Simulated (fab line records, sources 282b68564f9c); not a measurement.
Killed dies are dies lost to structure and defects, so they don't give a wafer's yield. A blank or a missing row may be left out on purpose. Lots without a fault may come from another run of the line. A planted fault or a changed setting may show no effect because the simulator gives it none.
Problem report in the 8D (eight disciplines) form, filled by code | flow rit_cmos | the parts of the form that need people (team, actions taken, sign-off) are left out

1. THE PROBLEM
GATE_POLY_THK at RIT_GATE_THK_MEAS_09 reads a mean of 196.0 nm on 3 wafers of 1 lot; wafers without a fault read 250.1 nm with a standard deviation of 2.2. That is -25 standard deviations from the usual mean.
First seen on wafer L918.2, day 6 15:41, on film_metro-01. The record holds 39 wafers of 13 lots with a number at this step. Rule for "out", or "out of limits": more than 4 standard deviations from the usual mean. The other wafers with a number count as sound.

2. WHAT IT IS AND WHAT IT IS NOT
question                    | is                     | is not
which readings at this step | GATE_POLY_THK          | -
which lots                  | L918                   | L900, L901, L902, L903, L904, L905, L909, L911, L914, L919, L920, L921
which wafers of those lots  | all that have a number | -
read on which gauges        | film_metro-01          | film_metro-02, film_metro-04
when                        | from day 6 15:41       | up to then (27 sound wafers); but 9 sound wafers of L919, L920, L921 came after

3. SUSPECTS, AND WHAT RULES EACH OUT
Counting: a tool at a process step up to the reading stays a suspect if it ran every lot that is out and no sound lot after the first of them.
- the gauge at RIT_GATE_THK_MEAS_09: ruled out. All the wafers that are out were read on film_metro-01, but those of them that RIT_GATE_CVD_08 has rows for are out there too, on other tools.
- lpcvd-02 at RIT_GATE_CVD_08 (deposits poly-Si from SiH4, target thk 250 nm, time 2220 s): kept. It ran the lot that is out, L918 (day 6 14:04), and no sound lot after that; its last sound lot up to then is L914 (day 5 18:56). Its own readings are out on those wafers: spike_tc_centre_C, spike_tc_source_C.
Left after counting: lpcvd-02 at RIT_GATE_CVD_08.

4. THE CAUSE (what the simulator had put in)
Process parameter drift: lpcvd-02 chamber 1, from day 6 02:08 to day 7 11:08, at RIT_GATE_CVD_08. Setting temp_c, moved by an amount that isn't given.
Counting left only this tool.

5. THE CHAIN OF EFFECTS, in route order
Each row: a reading whose mean over the struck wafers that have a number lies more than 3 standard deviations from the usual. Only readings for which the record gives a usual standard deviation are gone through. hours: the time from each lot's start at the first step in this table that gives one to its start at this step, as a median over the lots. sigmas: the change in usual standard deviations.
hours | step                 | reading           | usual      | on struck wafers | change | sigmas
0     | RIT_GATE_CVD_08      | spike_tc_centre_C | 612.5 C    | 602.3            | -10.2  | -9.2
0     | RIT_GATE_CVD_08      | spike_tc_load_C   | 632.9 C    | 620.4            | -12.5  | -4.2
0     | RIT_GATE_CVD_08      | spike_tc_source_C | 631.4 C    | 619.8            | -11.6  | -8.3
2     | RIT_GATE_THK_MEAS_09 | GATE_POLY_THK     | 250.1 nm   | 196.0            | -54.1  | -25
3     | RIT_GATE_ETCH_19     | oes_product_au    | 0.840 a.u. | 0.711            | -0.129 | -12
The process steps in it:
- RIT_GATE_CVD_08: deposits poly-Si from SiH4, target thk 250 nm, time 2220 s.
- RIT_GATE_ETCH_19: etches poly-Si in SF6/CHF3/O2, stops on SiO2, time 165 s, target depth 312.5 nm.

6. WHAT WOULD HAVE CAUGHT IT SOONER
In this record the first reading out of limits at a measuring or inspecting step was taken at day 6 15:41, 14 hours after the fault began at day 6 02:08.
The tool's own readings at RIT_GATE_CVD_08 were out on every struck wafer that the step has a row for (spike_tc_centre_C, spike_tc_source_C): an alarm limit on them would have fired on the first of those.
All the lots that are out (1) had begun RIT_GATE_CVD_08 on lpcvd-02 by day 6 15:41. A hold on the tool at that time would have spared none of them.
